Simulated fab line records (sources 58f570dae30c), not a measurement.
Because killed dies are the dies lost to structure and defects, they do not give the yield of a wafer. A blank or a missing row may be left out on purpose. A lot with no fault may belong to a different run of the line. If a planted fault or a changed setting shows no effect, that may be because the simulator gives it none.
fab line records	flow berkeley_cmos170
[record] lots = 6	wafers = 18	last_day = 13
route steps=331 shown V2@294
lots with no fault: from the same line, run without faults
start_h: the number of hours between the record's first day and the start of the first shown wafer of the lot	wait_h: how many hours have passed since the lot's step before this one	" unchanged from the row above	L1.1+2: one row covering several wafers at once	- either no value or no given start	* or withheld: withheld	< > ~ a bound
route shown NAME@n: names a module that has steps shown in the file, with the first one's number in the route	usual: the fault-free wafers' mean and standard deviation	same: alike in all rows	chamber/n: place in a boat	sites: readings site by site	_std_site: the values' standard deviation	_edge_site: outer sites' mean less inner sites'	radius_mm: for every site, how far away it sits from the centre of the wafer	mask NAME#n: copy n	behind: the most recent tool/chamber to have shaped the wafer	hold: the reason the lot was held/the length of the hold in hours/how it ended	device: transistor that didn't switch, given as n, p or np	end of line: the route-end tests of the same wafers	where a step has no rows: the recipe by itself	killed: at the first sort, the dies lost to defects and structure; wafer yield is something else	map: shows each die of a wafer: x if killed, . if not, _ if none is there
set.NAME: the setting as run; set.NAME@STEP: as run at that earlier step	model.NAME: the simulator's own value behind a step, which no gauge read
lots seen at some steps along the route; tables by step, rows by wafer
services: a tool's chamber out of use, with start hour (start_h, from the record's first day; less than 0 if before it), hours out, and reason
[[steps]]
[step UCB170_V2_CMP_02]
[recipe] material = SiO2	down_force_psi = 6	platen_rpm = 60	pad_velocity_m_s = 0.75398
[usual] edge_zone_pressure_frac = 1.000/0.0052	motor_current_A = 17.0/1.8
lot.wafer	tool	chamber	start_h	wait_h	edge_zone_pressure_frac	motor_current_A
L676.1	cmp-02	0	178.24	0.1	0.990	15.2
L676.2	"	1	"	"	1.003	15.2
L676.3	"	3	"	"	1.006	15.4
L683.3	cmp-02	2	212.12	0.1	1.009	17.4
L683.1	"	3	"	"	1.001	15.5
L683.5	"	2	"	"	0.998	18.8
L689.1	cmp-02	0	264.34	0.1	1.001	15.3
L689.4	"	1	"	"	1.006	14.8
L689.5	"	2	"	"	1.007	18.9
L693.3	cmp-01	1	272.98	0.1	0.997	18.0
L693.2	"	2	"	"	0.997	18.3
L693.6	"	0	"	"	1.000	19.5
L696.3	cmp-02	0	305.43	0.2	1.008	14.9
L696.5	"	1	"	"	0.994	14.7
L696.6	"	2	"	"	0.991	18.5
L698.2	cmp-01	0	307.45	0.1	1.008	19.4
L698.5	"	2	"	"	0.999	18.1
L698.6	"	3	"	"	1.003	17.2
[step UCB170_V2_BOW_MEAS_03]
[recipe] mode = bow
[usual] V2_BOW = 37/7.4
lot.wafer	tool	chamber	start_h	wait_h	V2_BOW[um]
L676.1	film_metro-01	-	178.54	0.2	33
L676.2	"	-	"	"	23
L676.3	"	-	"	"	27
L683.1	film_metro-04	-	212.37	0.1	36
L683.3	"	-	"	"	32
L683.5	"	-	"	"	47
L689.1	film_metro-04	-	264.54	0.1	40
L689.4	"	-	"	"	34
L689.5	"	-	"	"	42
L693.2	film_metro-01	-	273.25	0.2	22
L693.3	"	-	"	"	25
L693.6	"	-	"	"	36
L696.3	film_metro-01	-	305.63	0.1	46
L696.5	"	-	"	"	30
L696.6	"	-	"	"	43
L698.2	film_metro-04	-	307.67	0.2	35
L698.5	"	-	"	"	36
L698.6	"	-	"	"	43
[step UCB170_V2_THK_MEAS_04]
[recipe] reads = SiO2_of_V2_CVD_00
[usual] V2_POLISHED_THK = 1000.0/1.4
lot.wafer	tool	chamber	start_h	wait_h	V2_POLISHED_THK[nm]
L676.1	film_metro-01	-	178.66	0.1	1000.0
L676.2	"	-	"	"	1000.5
L676.3	"	-	"	"	999.7
L683.1	film_metro-04	-	212.49	0.1	998.7
L683.3	"	-	"	"	1000.8
L683.5	"	-	"	"	1000.7
L689.1	film_metro-04	-	264.66	0.1	1002.0
L689.4	"	-	"	"	1000.0
L689.5	"	-	"	"	1000.7
L693.2	film_metro-01	-	273.36	0.1	998.5
L693.3	"	-	"	"	999.5
L693.6	"	-	"	"	1000.3
L696.3	film_metro-01	-	305.73	0.1	1001.5
L696.5	"	-	"	"	999.4
L696.6	"	-	"	"	1000.5
L698.2	film_metro-04	-	307.78	0.1	998.4
L698.5	"	-	"	"	998.1
L698.6	"	-	"	"	998.7
[step UCB170_V2_CLEAN_05]
[recipe] chemistry = DIW
[step UCB170_V2_HMDS_06]
[recipe] prime_time_s = 60	prime_temp_c = 100
[step UCB170_V2_COAT_07]
[recipe] resist = KrF	spin_rpm = 1500	resist_thk_nm = 900
[step UCB170_V2_SOFTBAKE_08]
[recipe] resist = KrF	temp_c = 130	time_s = 60
[step UCB170_V2_EXPOSE_09]
[recipe] mask_id = VIA2	target_cd_nm = 700	na = 0.5	sigma_outer = 0.6	source_shape = conventional	dose_mj = 37
[step UCB170_V2_PEB_10]
[recipe] peb_temp_c = 130	peb_time_s = withheld	resist = KrF
[step UCB170_V2_DEVELOP_11]
[recipe] developer = TMAH	develop_time_s = 45	resist = KrF	dev_temp_c = 21
[step UCB170_V2_CD_MEAS_12]
[recipe] target_cd_nm = 700
[usual] cd_nm = 700.0/1.3
lot.wafer	tool	chamber	start_h	wait_h	cd_nm
L676.1	cd_sem-01	-	180.27	-	699.8
L676.2	"	-	"	"	700.4
L676.3	"	-	"	"	700.2
L683.1	cd_sem-01	-	214.37	-	700.2
L683.3	"	-	"	"	698.5
L683.5	"	-	"	"	701.5
L689.1	cd_sem-01	-	266.11	-	698.6
L689.4	"	-	"	"	697.9
L689.5	"	-	"	"	698.4
L693.2	cd_sem-01	-	274.68	-	700.0
L693.3	"	-	"	"	700.8
L693.6	"	-	"	"	700.4
L696.3	cd_sem-02	-	307.59	-	701.1
L696.5	"	-	"	"	699.4
L696.6	"	-	"	"	699.8
L698.2	cd_sem-01	-	309.67	-	698.5
L698.5	"	-	"	"	698.7
L698.6	"	-	"	"	699.8
[step UCB170_V2_OVL_MEAS_13]
[usual] V2_OVL = -2/6.2
lot.wafer	tool	chamber	start_h	wait_h	V2_OVL[nm]
L676.1	overlay-02	-	180.39	0.1	-4
L676.2	"	-	"	"	1
L676.3	"	-	"	"	-8
L683.1	overlay-01	-	214.49	0.1	3
L683.3	"	-	"	"	0
L683.5	"	-	"	"	-2
L689.1	overlay-02	-	266.23	0.1	-11
L689.4	"	-	"	"	-10
L689.5	"	-	"	"	-6
L693.2	overlay-01	-	274.78	0.1	-10
L693.3	"	-	"	"	-1
L693.6	"	-	"	"	-10
L696.3	overlay-02	-	307.68	0.1	-6
L696.5	"	-	"	"	-7
L696.6	"	-	"	"	-5
L698.2	overlay-02	-	309.77	0.1	-6
L698.5	"	-	"	"	-3
L698.6	"	-	"	"	0
[step UCB170_V2_ETCH_14]
[recipe] chemistry = CHF3/CF4/Ar	target = SiO2	stop_on = Al	CHF3_flow_sccm = 45	cf4_flow_sccm = 15	Ar_flow_sccm = 150	pressure_mtorr = 200	rf_w = 700	target_depth_a = 12500	over_etch_frac = 0.25	time_s = 291
[usual] drypump_motor_current_A = 5.8/0.42	oes_product_au = 0.872/0.012	over_etch_frac = 0.25/0	throttle_valve_pct = 6.92/0.11
lot.wafer	tool	chamber	start_h	wait_h	drypump_motor_current_A	oes_product_au	over_etch_frac	rf_hours_counter_h	throttle_valve_pct	model.KrF_of_V2_COAT_07.thk_nm
L676.1	rie_diel-03	1	180.42	0.0	6.3	0.853	0.25	71	6.87	611.2
L676.2	"	2	"	"	6.2	0.867	0.25	95	7.02	608.4
L676.3	"	3	"	"	5.4	0.862	0.25	96	7.05	607.2
L683.1	rie_diel-04	0	214.53	0.0	6.2	0.875	0.25	7	7.05	607.3
L683.3	"	3	"	"	6.2	0.870	0.25	15	6.83	612.8
L683.5	"	3	"	"	6.2	0.879	0.25	-	6.83	610.1
L689.1	rie_diel-03	0	266.27	0.0	5.7	0.976	0.02902	55	6.77	659.5
L689.4	"	1	"	"	6.3	0.946	0.02902	75	6.87	657.1
L689.5	"	3	"	"	5.4	0.962	0.02902	-	7.03	654.8
L693.2	rie_diel-03	3	274.81	0.0	5.4	0.955	0.02902	100	7.05	651.6
L693.3	"	2	"	"	6.2	0.970	0.02902	98	7.03	646.8
L693.6	"	2	"	"	6.2	0.978	0.02902	-	7.02	649.8
L696.3	rie_diel-02	0	307.70	0.0	5.3	0.893	0.25	8	6.76	604.7
L696.5	"	2	"	"	5.4	0.864	0.25	-	6.99	606.7
L696.6	"	1	"	"	6.2	0.853	0.25	-	7.01	621.6
L698.2	rie_diel-04	3	309.80	0.0	6.3	0.876	0.25	18	6.82	621.2
L698.5	"	1	"	"	6.3	0.867	0.25	-	6.79	608
L698.6	"	2	"	"	5.9	0.883	0.25	-	7.01	607.7
[step UCB170_V2_STRIP_15]
[recipe] chemistry = O2	power_w = 400	pressure_mtorr = 3500	platen_temp_c = withheld	o2_flow_sccm = 400	overash_fraction = 0.5
[usual] drypump_motor_current_A = 5.6/0.4	oes_product_au = 0.721/0.0043	strip_time_to_endpoint_s = 15.31/0.12
lot.wafer	tool	chamber	start_h	wait_h	drypump_motor_current_A	oes_product_au	rf_hours_counter_h	strip_time_to_endpoint_s
L676.1	plasma_asher-01	1	180.60	0.1	5.1	0.726	7	15.34
L676.2	"	0	"	"	5.5	0.721	7	15.27
L676.3	"	0	"	"	5.5	0.726	-	15.24
L683.1	plasma_asher-03	1	214.71	0.1	5.9	0.715	49	15.25
L683.3	"	1	"	"	5.9	0.713	-	15.40
L683.5	"	1	"	"	5.9	0.727	-	15.33
L689.1	plasma_asher-01	1	266.45	0.1	5.2	0.727	17	16.42
L689.4	"	1	"	"	5.1	0.724	-	16.36
L689.5	"	0	"	"	5.5	0.732	-	16.30
L693.2	plasma_asher-03	0	274.99	0.1	5.2	0.722	53	16.22
L693.3	"	0	"	"	5.2	0.717	-	16.13
L693.6	"	1	"	"	5.9	0.724	-	16.19
L696.3	plasma_asher-03	0	307.92	0.1	5.2	0.717	-	15.18
L696.5	"	0	"	"	5.2	0.716	-	15.22
L696.6	"	1	"	"	6.0	0.716	-	15.58
L698.2	plasma_asher-02	0	309.98	0.1	5.5	0.716	54	15.56
L698.5	"	1	"	"	6.2	0.719	-	15.25
L698.6	"	0	"	"	5.5	0.712	-	15.25
[step UCB170_V2_CD_MEAS_90]
[recipe] target_cd_nm = 700
[usual] cd_nm = 699.7/1.6
lot.wafer	tool	chamber	start_h	wait_h	cd_nm
L676.1	cd_sem-01	-	180.70	0.1	701.1
L676.2	"	-	"	"	700.1
L676.3	"	-	"	"	701.6
L683.1	cd_sem-02	-	214.81	0.1	699.9
L683.3	"	-	"	"	695.9
L683.5	"	-	"	"	698.9
L689.1	cd_sem-02	-	266.55	0.1	696.8
L689.4	"	-	"	"	695.5
L689.5	"	-	"	"	697.1
L693.2	cd_sem-02	-	275.11	0.1	698.8
L693.3	"	-	"	"	699.0
L693.6	"	-	"	"	699.1
L696.3	cd_sem-02	-	308.02	0.1	700.2
L696.5	"	-	"	"	698.7
L696.6	"	-	"	"	698.4
L698.2	cd_sem-01	-	310.10	0.1	696.2
L698.5	"	-	"	"	699.6
L698.6	"	-	"	"	699.4
[[services]]
tool	chamber	start_h	hours	kind
rie_diel-04	1	170.26	-	clean
rie_diel-04	1	170.26	21.3	scheduled_down
rie_diel-04	1	170.26	21.3	vent_cycle
plasma_asher-03	-	196.53	0.5	repair
rie_diel-03	2	206.44	6.6	repair
cmp-02	-	230.45	3.4	repair
cmp-02	-	233.80	4.0	pm
cmp-01	-	234.86	0.2	repair
cmp-02	-	237.80	-	consumable_replace:conditioner
cmp-02	-	237.80	-	consumable_replace:pad
plasma_asher-03	-	255.31	15.6	pm
rie_diel-03	3	257.88	5.1	repair
cmp-01	-	266.67	0.6	repair
cmp-01	-	278.37	11.7	repair
cmp-01	-	295.16	5.5	pm
[[key]]
[first_sign] step = UCB170_V2_ETCH_14	reading = over_etch_frac	direction = down	sigmas = 99+	usual = 0.25	struck = 0.02902
[effect] step = UCB170_V2_ETCH_14	reading = oes_product_au	direction = up	sigmas = 8	usual = 0.872	struck = 0.964
[effect] step = UCB170_V2_STRIP_15	reading = strip_time_to_endpoint_s	direction = up	sigmas = 8.3	usual = *	struck = *
[model_effect] step = UCB170_V2_ETCH_14	value = KrF_of_V2_COAT_07.thk_nm	without = 603.8	struck = 653.3
met_at UCB170_V2_ETCH_14
struck_wafers L689.1,L689.4,L689.5,L693.2,L693.3,L693.6
sort_left_out L689.1,L689.4,L689.5,L693.2,L693.3,L693.6
onset_between 180.42 266.27
[fault] kind = process_parameter_drift	tool = rie_diel-03	chamber = -	onset_h = 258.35	steps = UCB170_V2_ETCH_14	channel = over_etch_frac	offset = -0.22098	shape = step	end_h = 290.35	acts_in = these_recipes_only	stated = 0.25
// sort_left_out: the simulated sort isn't trusted on such a fault, so these wafers' sort isn't shown, and their yield isn't known
